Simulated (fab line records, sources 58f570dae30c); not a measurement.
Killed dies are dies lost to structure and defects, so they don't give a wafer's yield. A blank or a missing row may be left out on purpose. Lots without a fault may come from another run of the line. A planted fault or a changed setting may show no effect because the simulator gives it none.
Which tool did it? | flow berkeley_cmos170 | 6 lots, 18 wafers sampled, at 2 steps of a route of 331

WHAT THE GAUGES READ, wafer by wafer
UCB170_NSD_OVL_MEAS_07.
lot  | measured     | on         | NSD_OVL (nm)
L498 | day 6 12:40  | overlay-01 | 2 -6 10
L500 | day 7 05:27  | overlay-01 | -5 -3 -2
L503 | day 7 19:10  | overlay-01 | -216 -216 -222
L506 | day 8 15:47  | overlay-01 | -208 -206 -210
L517 | day 10 23:15 | overlay-02 | -1 -3 -4
L519 | day 11 07:16 | overlay-01 | -6 -20 -6

WHICH TOOL RAN EACH LOT (tool, then ch and the chambers of the sampled wafers, then the start)
lot  | UCB170_NSD_EXPOSE_03
L498 | krf_scanner-02 ch 0, day 6 11:58
L500 | krf_scanner-01 ch 0, day 7 04:37
L503 | krf_scanner-01 ch 0, day 7 18:39
L506 | krf_scanner-01 ch 0, day 8 14:45
L517 | krf_scanner-02 ch 0, day 10 22:13
L519 | krf_scanner-02 ch 0, day 11 06:23
- UCB170_NSD_EXPOSE_03: exposes mask NSELECT MOD, target cd 1200 nm.

THE ANSWER, worked out from the rows above alone
Rule: what is usual is taken from the lots themselves. Put in order of their means at a reading, lots are off if they are a third of the lots or fewer, leave a main group of 4 or more, and stand apart from it by a gap of 3 or more times the standard deviation of the main group's means; of several such gaps the widest counts. A main group whose means are all the same, to the digits that the tables above print for the reading, isn't used. A lot without any number at a reading at which 4 lots or more have one is off too. The other lots that the step has rows for count as sound.
Off: L503, L506, at UCB170_NSD_OVL_MEAS_07 (NSD_OVL). The main group: mean -4 nm, standard deviation 4.5.
A tool fits if, at a process step before that reading, it ran every lot that is off, and no sound lot after the first of them. The gauges at UCB170_NSD_OVL_MEAS_07 are tried like those tools. One fits: krf_scanner-01 at UCB170_NSD_EXPOSE_03. Its last sound lot is L500 (day 7 04:37), its first lot that is off L503 (day 7 18:39): a fault that began between those two fits.

WHAT THE SIMULATOR HAD PUT IN
Scanner matching overlay: krf_scanner-01, from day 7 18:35 on, at UCB170_NSD_EXPOSE_03. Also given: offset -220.
Lots struck among those shown: L503, L506. The rule above found the same.
